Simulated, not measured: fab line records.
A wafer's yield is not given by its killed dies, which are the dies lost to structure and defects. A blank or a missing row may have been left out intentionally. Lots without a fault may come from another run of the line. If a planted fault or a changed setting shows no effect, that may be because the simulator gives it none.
Which tool is to blame? || flow rit cmos || 13 lots with 39 wafers sampled at 6 steps, on a route of 202 steps

== WHAT THE GAUGES SHOWED, per wafer ==
RIT_SILICIDE_RS_MEAS_02: measures by four-point-probe.
{"lot": "L831", "measured": "day 3 03:31", "on": "film metro-01", "SILICIDE_TI_RS (ohm/sq)": "49.5 48.7 49.0"}
{"lot": "L832", "measured": "day 3 08:32", "on": "film metro-03", "SILICIDE_TI_RS (ohm/sq)": "48.9 47.2 49.3"}
{"lot": "L836", "measured": "day 4 03:37", "on": "film metro-01", "SILICIDE_TI_RS (ohm/sq)": "49.4 48.2 47.4"}
{"lot": "L837", "measured": "day 4 08:11", "on": "film metro-01", "SILICIDE_TI_RS (ohm/sq)": "48.7 48.5 48.9"}
{"lot": "L838", "measured": "day 4 14:19", "on": "film metro-02", "SILICIDE_TI_RS (ohm/sq)": "46.6 46.9 46.2"}
{"lot": "L839", "measured": "day 4 18:56", "on": "film metro-02", "SILICIDE_TI_RS (ohm/sq)": "49.0 49.4 48.5"}
{"lot": "L840", "measured": "day 5 00:23", "on": "film metro-03", "SILICIDE_TI_RS (ohm/sq)": "45.7 47.8 47.2"}
{"lot": "L841", "measured": "day 5 04:11", "on": "film metro-01", "SILICIDE_TI_RS (ohm/sq)": "47.4 47.1 47.6"}
{"lot": "L842", "measured": "day 5 10:09", "on": "film metro-02", "SILICIDE_TI_RS (ohm/sq)": "49.1 47.3 46.3"}
{"lot": "L844", "measured": "day 5 19:56", "on": "film metro-01", "SILICIDE_TI_RS (ohm/sq)": "47.6 47.6 47.8"}
{"lot": "L847", "measured": "day 6 09:46", "on": "film metro-03", "SILICIDE_TI_RS (ohm/sq)": "47.4 46.1 47.0"}
{"lot": "L852", "measured": "day 7 11:38", "on": "film metro-01", "SILICIDE_TI_RS (ohm/sq)": "49.3 56.3 48.9"}
{"lot": "L853", "measured": "day 7 15:45", "on": "film metro-03", "SILICIDE_TI_RS (ohm/sq)": "47.2 49.8 49.7"}

RIT_SILICIDE_THK_MEAS_03: measures by xrf.
{"lot": "L831", "measured": "day 3 03:37", "on": "film metro-01", "SILICIDE_TI_THK (nm)": "29.4 29.9 29.7"}
{"lot": "L832", "measured": "day 3 08:38", "on": "film metro-03", "SILICIDE_TI_THK (nm)": "29.5 30.3 29.2"}
{"lot": "L836", "measured": "day 4 03:44", "on": "film metro-01", "SILICIDE_TI_THK (nm)": "29.3 29.9 30.4"}
{"lot": "L837", "measured": "day 4 08:18", "on": "film metro-01", "SILICIDE_TI_THK (nm)": "29.9 29.8 29.5"}
{"lot": "L838", "measured": "day 4 14:25", "on": "film metro-02", "SILICIDE_TI_THK (nm)": "30.7 30.6 31.1"}
{"lot": "L839", "measured": "day 4 19:03", "on": "film metro-02", "SILICIDE_TI_THK (nm)": "29.5 29.3 29.7"}
{"lot": "L840", "measured": "day 5 00:30", "on": "film metro-03", "SILICIDE_TI_THK (nm)": "31.3 30.2 30.2"}
{"lot": "L841", "measured": "day 5 04:19", "on": "film metro-01", "SILICIDE_TI_THK (nm)": "30.4 30.5 30.3"}
{"lot": "L842", "measured": "day 5 10:16", "on": "film metro-02", "SILICIDE_TI_THK (nm)": "29.3 30.3 30.6"}
{"lot": "L844", "measured": "day 5 20:02", "on": "film metro-01", "SILICIDE_TI_THK (nm)": "30.2 30.2 30.1"}
{"lot": "L847", "measured": "day 6 09:52", "on": "film metro-03", "SILICIDE_TI_THK (nm)": "30.2 30.8 30.2"}
{"lot": "L852", "measured": "day 7 11:46", "on": "film metro-01", "SILICIDE_TI_THK (nm)": "29.3 26.3 29.4"}
{"lot": "L853", "measured": "day 7 15:52", "on": "film metro-03", "SILICIDE_TI_THK (nm)": "30.3 29.0 29.1"}

RIT_M1_CD_MEAS_09 targets a cd of 2600 nm.
{"lot": "L831", "measured": "day 3 07:47", "on": "cd sem-01", "cd nm (nm)": "2600.0 2600.2 2602.5"}
{"lot": "L832", "measured": "day 3 12:39", "on": "cd sem-01", "cd nm (nm)": "2599.6 2601.4 2600.6"}
{"lot": "L836", "measured": "day 4 08:10", "on": "cd sem-01", "cd nm (nm)": "2600.9 2601.6 2599.2"}
{"lot": "L837", "measured": "day 4 12:18", "on": "cd sem-01", "cd nm (nm)": "2600.3 2600.2 2602.0"}
{"lot": "L838", "measured": "day 4 18:23", "on": "cd sem-01", "cd nm (nm)": "2603.1 2601.5 2600.6"}
{"lot": "L839", "measured": "day 4 23:02", "on": "cd sem-01", "cd nm (nm)": "2601.7 2603.5 2602.9"}
{"lot": "L840", "measured": "day 5 04:34", "on": "cd sem-02", "cd nm (nm)": "2599.9 2600.2 2598.8"}
{"lot": "L841", "measured": "day 5 08:24", "on": "cd sem-02", "cd nm (nm)": "2601.0 2601.5 2601.1"}
{"lot": "L842", "measured": "day 5 14:16", "on": "cd sem-02", "cd nm (nm)": "2602.2 2599.5 2598.9"}
{"lot": "L844", "measured": "day 5 23:52", "on": "cd sem-01", "cd nm (nm)": "2604.1 2602.0 2603.7"}
{"lot": "L847", "measured": "day 6 13:48", "on": "cd sem-02", "cd nm (nm)": "2597.9 2598.7 2600.1"}
{"lot": "L852", "measured": "day 7 15:42", "on": "cd sem-01", "cd nm (nm)": "2597.7 2598.4 2596.1"}
{"lot": "L853", "measured": "day 7 19:52", "on": "cd sem-01", "cd nm (nm)": "2598.9 2599.9 2600.6"}

== EACH LOT AND THE TOOL THAT RAN IT (in order: tool; ch and the chambers of the sampled wafers; start) ==
{"lot": "L831", "RIT_SILICIDE_SPUTTER_01": "pvd sputter-03, day 3 03:20", "RIT_CONTACT_ETCH_11": "rie diel-02 ch 0,1, day 3 05:21", "RIT_M1_SPUTTER_00": "pvd sputter-01, day 3 06:14"}
{"lot": "L832", "RIT_SILICIDE_SPUTTER_01": "pvd sputter-02, day 3 08:20", "RIT_CONTACT_ETCH_11": "rie diel-01 ch 0,1,2, day 3 10:18", "RIT_M1_SPUTTER_00": "pvd sputter-03, day 3 11:10"}
{"lot": "L836", "RIT_SILICIDE_SPUTTER_01": "pvd sputter-02, day 4 03:28", "RIT_CONTACT_ETCH_11": "rie diel-01 ch 0,1, day 4 05:40", "RIT_M1_SPUTTER_00": "pvd sputter-03, day 4 06:41"}
{"lot": "L837", "RIT_SILICIDE_SPUTTER_01": "pvd sputter-01, day 4 08:01", "RIT_CONTACT_ETCH_11": "rie diel-03 ch 2,3, day 4 09:57", "RIT_M1_SPUTTER_00": "pvd sputter-04, day 4 10:48"}
{"lot": "L838", "RIT_SILICIDE_SPUTTER_01": "pvd sputter-02, day 4 14:07", "RIT_CONTACT_ETCH_11": "rie diel-03 ch 0,2,3, day 4 16:07", "RIT_M1_SPUTTER_00": "pvd sputter-03, day 4 16:58"}
{"lot": "L839", "RIT_SILICIDE_SPUTTER_01": "pvd sputter-01, day 4 18:46", "RIT_CONTACT_ETCH_11": "rie diel-01 ch 0,1,2, day 4 20:49", "RIT_M1_SPUTTER_00": "pvd sputter-04, day 4 21:40"}
{"lot": "L840", "RIT_SILICIDE_SPUTTER_01": "pvd sputter-02, day 5 00:14", "RIT_CONTACT_ETCH_11": "rie diel-02 ch 0,1,2, day 5 02:14", "RIT_M1_SPUTTER_00": "pvd sputter-03, day 5 03:05"}
{"lot": "L841", "RIT_SILICIDE_SPUTTER_01": "pvd sputter-01, day 5 04:02", "RIT_CONTACT_ETCH_11": "rie diel-02 ch 0,2,3, day 5 06:05", "RIT_M1_SPUTTER_00": "pvd sputter-04, day 5 06:55"}
{"lot": "L842", "RIT_SILICIDE_SPUTTER_01": "pvd sputter-02, day 5 10:00", "RIT_CONTACT_ETCH_11": "rie diel-01 ch 0,1,3, day 5 12:03", "RIT_M1_SPUTTER_00": "pvd sputter-03, day 5 12:55"}
{"lot": "L844", "RIT_SILICIDE_SPUTTER_01": "pvd sputter-03, day 5 19:46", "RIT_CONTACT_ETCH_11": "rie diel-03 ch 1,3, day 5 21:39", "RIT_M1_SPUTTER_00": "pvd sputter-01, day 5 22:29"}
{"lot": "L847", "RIT_SILICIDE_SPUTTER_01": "pvd sputter-02, day 6 09:35", "RIT_CONTACT_ETCH_11": "rie diel-02 ch 0,1, day 6 11:33", "RIT_M1_SPUTTER_00": "pvd sputter-04, day 6 12:24"}
{"lot": "L852", "RIT_SILICIDE_SPUTTER_01": "pvd sputter-03, day 7 11:29", "RIT_CONTACT_ETCH_11": "rie diel-02 ch 0,1, day 7 13:31", "RIT_M1_SPUTTER_00": "pvd sputter-01, day 7 14:21"}
{"lot": "L853", "RIT_SILICIDE_SPUTTER_01": "pvd sputter-02, day 7 15:36", "RIT_CONTACT_ETCH_11": "rie diel-01 ch 1,2,3, day 7 17:32", "RIT_M1_SPUTTER_00": "pvd sputter-04, day 7 18:23"}
- RIT_SILICIDE_SPUTTER_01: material Ti, target thk 30 nm, time 240 s.
- RIT_CONTACT_ETCH_11: etches SiO2 in CHF3/CF4/Ar, stops on TiSi2, target depth 480 nm, time 320 s.
- RIT_M1_SPUTTER_00: material Al, target thk 400 nm, time 500 s.

== AS READ BY THE TOOLS THEMSELVES (means over the sampled wafers that have a number; for cases with no such wafer, the mark the record gives instead) ==
RIT_SILICIDE_SPUTTER_01.
{"lot": "L831", "tool": "pvd sputter-03", "cathode dc power W (W)": 349.95, "throttle valve pct (%)": 30.6}
{"lot": "L832", "tool": "pvd sputter-02", "cathode dc power W (W)": 350.00, "throttle valve pct (%)": 29.9}
{"lot": "L836", "tool": "pvd sputter-02", "cathode dc power W (W)": 350.11, "throttle valve pct (%)": 29.3}
{"lot": "L837", "tool": "pvd sputter-01", "cathode dc power W (W)": 349.95, "throttle valve pct (%)": 29.7}
{"lot": "L838", "tool": "pvd sputter-02", "cathode dc power W (W)": 349.93, "throttle valve pct (%)": 30.1}
{"lot": "L839", "tool": "pvd sputter-01", "cathode dc power W (W)": 349.97, "throttle valve pct (%)": 29.6}
{"lot": "L840", "tool": "pvd sputter-02", "cathode dc power W (W)": 349.95, "throttle valve pct (%)": 30.6}
{"lot": "L841", "tool": "pvd sputter-01", "cathode dc power W (W)": 350.06, "throttle valve pct (%)": 29.6}
{"lot": "L842", "tool": "pvd sputter-02", "cathode dc power W (W)": 349.99, "throttle valve pct (%)": 30.2}
{"lot": "L844", "tool": "pvd sputter-03", "cathode dc power W (W)": 350.05, "throttle valve pct (%)": 30.5}
{"lot": "L847", "tool": "pvd sputter-02", "cathode dc power W (W)": 349.97, "throttle valve pct (%)": 28.7}
{"lot": "L852", "tool": "pvd sputter-03", "cathode dc power W (W)": 350.01, "throttle valve pct (%)": 30.3}
{"lot": "L853", "tool": "pvd sputter-02", "cathode dc power W (W)": 350.01, "throttle valve pct (%)": 29.9}

RIT_CONTACT_ETCH_11.
{"lot": "L831", "tool": "rie diel-02", "CHF3_flow_sccm (sccm)": 50.06, "drypump motor current A (A)": 6.0, "oes product au (a.u.)": 0.994, "throttle valve pct (%)": 8.67}
{"lot": "L832", "tool": "rie diel-01", "CHF3_flow_sccm (sccm)": 49.97, "drypump motor current A (A)": 5.6, "oes product au (a.u.)": 0.993, "throttle valve pct (%)": 8.69}
{"lot": "L836", "tool": "rie diel-01", "CHF3_flow_sccm (sccm)": 49.82, "drypump motor current A (A)": 5.7, "oes product au (a.u.)": 0.984, "throttle valve pct (%)": 8.67}
{"lot": "L837", "tool": "rie diel-03", "CHF3_flow_sccm (sccm)": 50.08, "drypump motor current A (A)": 6.0, "oes product au (a.u.)": 0.979, "throttle valve pct (%)": 8.76}
{"lot": "L838", "tool": "rie diel-03", "CHF3_flow_sccm (sccm)": 50.14, "drypump motor current A (A)": 6.0, "oes product au (a.u.)": 0.984, "throttle valve pct (%)": 8.77}
{"lot": "L839", "tool": "rie diel-01", "CHF3_flow_sccm (sccm)": 50.03, "drypump motor current A (A)": 5.6, "oes product au (a.u.)": 0.996, "throttle valve pct (%)": 8.68}
{"lot": "L840", "tool": "rie diel-02", "CHF3_flow_sccm (sccm)": 50.06, "drypump motor current A (A)": 5.9, "oes product au (a.u.)": 0.983, "throttle valve pct (%)": 8.75}
{"lot": "L841", "tool": "rie diel-02", "CHF3_flow_sccm (sccm)": 49.93, "drypump motor current A (A)": 5.8, "oes product au (a.u.)": 0.980, "throttle valve pct (%)": 8.84}
{"lot": "L842", "tool": "rie diel-01", "CHF3_flow_sccm (sccm)": 50.05, "drypump motor current A (A)": 5.9, "oes product au (a.u.)": 0.981, "throttle valve pct (%)": 8.67}
{"lot": "L844", "tool": "rie diel-03", "CHF3_flow_sccm (sccm)": 49.94, "drypump motor current A (A)": 5.6, "oes product au (a.u.)": 0.982, "throttle valve pct (%)": 8.68}
{"lot": "L847", "tool": "rie diel-02", "CHF3_flow_sccm (sccm)": 49.97, "drypump motor current A (A)": 6.0, "oes product au (a.u.)": 0.992, "throttle valve pct (%)": 8.67}
{"lot": "L852", "tool": "rie diel-02", "CHF3_flow_sccm (sccm)": 49.78, "drypump motor current A (A)": 6.2, "oes product au (a.u.)": 0.989, "throttle valve pct (%)": 8.73}
{"lot": "L853", "tool": "rie diel-01", "CHF3_flow_sccm (sccm)": 50.01, "drypump motor current A (A)": 5.8, "oes product au (a.u.)": 0.981, "throttle valve pct (%)": 8.75}

RIT_M1_SPUTTER_00.
{"lot": "L831", "tool": "pvd sputter-01", "cathode dc power W (W)": 2000.0, "throttle valve pct (%)": 30.0}
{"lot": "L832", "tool": "pvd sputter-03", "cathode dc power W (W)": 1999.9, "throttle valve pct (%)": 30.5}
{"lot": "L836", "tool": "pvd sputter-03", "cathode dc power W (W)": 2000.2, "throttle valve pct (%)": 30.3}
{"lot": "L837", "tool": "pvd sputter-04", "cathode dc power W (W)": 1999.8, "throttle valve pct (%)": 30.5}
{"lot": "L838", "tool": "pvd sputter-03", "cathode dc power W (W)": 2000.1, "throttle valve pct (%)": 30.6}
{"lot": "L839", "tool": "pvd sputter-04", "cathode dc power W (W)": 1999.6, "throttle valve pct (%)": 31.3}
{"lot": "L840", "tool": "pvd sputter-03", "cathode dc power W (W)": 1999.9, "throttle valve pct (%)": 30.5}
{"lot": "L841", "tool": "pvd sputter-04", "cathode dc power W (W)": 2000.3, "throttle valve pct (%)": 30.4}
{"lot": "L842", "tool": "pvd sputter-03", "cathode dc power W (W)": 2000.2, "throttle valve pct (%)": 30.5}
{"lot": "L844", "tool": "pvd sputter-01", "cathode dc power W (W)": 2000.1, "throttle valve pct (%)": 30.3}
{"lot": "L847", "tool": "pvd sputter-04", "cathode dc power W (W)": 1999.5, "throttle valve pct (%)": 29.7}
{"lot": "L852", "tool": "pvd sputter-01", "cathode dc power W (W)": 2000.0, "throttle valve pct (%)": 29.8}
{"lot": "L853", "tool": "pvd sputter-04", "cathode dc power W (W)": 1999.8, "throttle valve pct (%)": 30.1}

== THE ANSWER, worked out from the rows above alone ==
Rule: the usual values come from the lots themselves. Put in order of their means at a reading, lots are off if they are a third of the lots or fewer, leave a main group of 4 or more, and stand apart from it by a gap of 3 or more times the standard deviation of the main group's means; of several such gaps the widest counts. If all means in a main group match to the digits the tables above print for the reading, that group is not used. Also off: a lot with no number at a reading for which 4 or more lots have one. Where the step has rows for the other lots, those lots are counted as sound. First the gauges in route order, then the tools' own readings, where a lot's mean is used as printed above. The first step at which some lot is off is used, and at that step the reading that is off furthest; a lot without a number counts as furthest.
Nothing can be told from this: no lot is off at any reading shown.

== WHAT THE SIMULATOR HAD PUT IN ==
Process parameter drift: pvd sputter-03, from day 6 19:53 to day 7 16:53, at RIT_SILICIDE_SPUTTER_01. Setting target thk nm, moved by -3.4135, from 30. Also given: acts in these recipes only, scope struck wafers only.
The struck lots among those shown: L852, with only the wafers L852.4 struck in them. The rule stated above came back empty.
